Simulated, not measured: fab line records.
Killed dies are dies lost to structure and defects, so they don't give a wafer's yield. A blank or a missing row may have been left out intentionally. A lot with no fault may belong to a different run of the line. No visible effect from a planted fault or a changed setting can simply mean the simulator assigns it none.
What tool caused it? ; flow berkeley-cmos170 ; 18 wafers from 6 lots sampled at 2 of the route's 331 steps

WHAT THE GAUGES SHOWED, per wafer
UCB170_M1_RS_MEAS_01: uses a four-point probe to measure.
lot;measured;on;M1_AL_RS (ohm/sq)
L753;day 6 23:52;film-metro-01;0.0494 0.0491 0.0492
L757;day 7 18:11;film-metro-02;0.0492 0.0488 0.0494
L759;day 7 23:04;film-metro-02;0.0489 0.0490 0.0488
L762;day 8 15:55;film-metro-01;0.0492 0.0491 0.0674
L770;day 10 19:37;film-metro-02;0.0486 0.0490 0.0490
L774;day 11 02:05;film-metro-01;0.0484 0.0478 0.0474

TOOL THAT RAN EACH LOT (tool first, then ch and the chambers of the sampled wafers, then the start)
lot;UCB170_M1_SPUTTER_00
L753;pvd-sputter-01, day 6 23:46
L757;pvd-sputter-02, day 7 18:04
L759;pvd-sputter-02, day 7 22:58
L762;pvd-sputter-02, day 8 15:50
L770;pvd-sputter-03, day 10 19:32
L774;pvd-sputter-03, day 11 01:59
- UCB170_M1_SPUTTER_00: material Al, target thk 600 nm, time 80 s.

THE ANSWER, worked out from the rows above alone
Rule: the usual values come from the lots themselves. Put in order of their means at a reading, lots are off if they are a third of the lots or fewer, leave a main group of 4 or more, and stand apart from it by a gap of 3 or more times the standard deviation of the main group's means; of several such gaps the widest counts. A main group whose means are all the same, to the digits that the tables above print for the reading, isn't used. A lot without any number at a reading at which 4 lots or more have one is off too. The other lots that the step has rows for count as sound.
Off: at UCB170_M1_RS_MEAS_01 (M1_AL_RS), L762. Main group: mean 0.0488 ohm/sq, sd 0.00049.
A tool fits if, at a process step before that reading, it ran every lot that is off, and no sound lot after the first of them. The gauges at UCB170_M1_RS_MEAS_01 are tried like those tools. One fits: UCB170_M1_SPUTTER_00 on pvd-sputter-02. Its last sound lot is L759 (day 7 22:58), its first lot that is off L762 (day 8 15:50): a fault that began between those two fits.

WHAT THE SIMULATOR HAD PUT IN
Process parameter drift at UCB170_M1_SPUTTER_00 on pvd-sputter-02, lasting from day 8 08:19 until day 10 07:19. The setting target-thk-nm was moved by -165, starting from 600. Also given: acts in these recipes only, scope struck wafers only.
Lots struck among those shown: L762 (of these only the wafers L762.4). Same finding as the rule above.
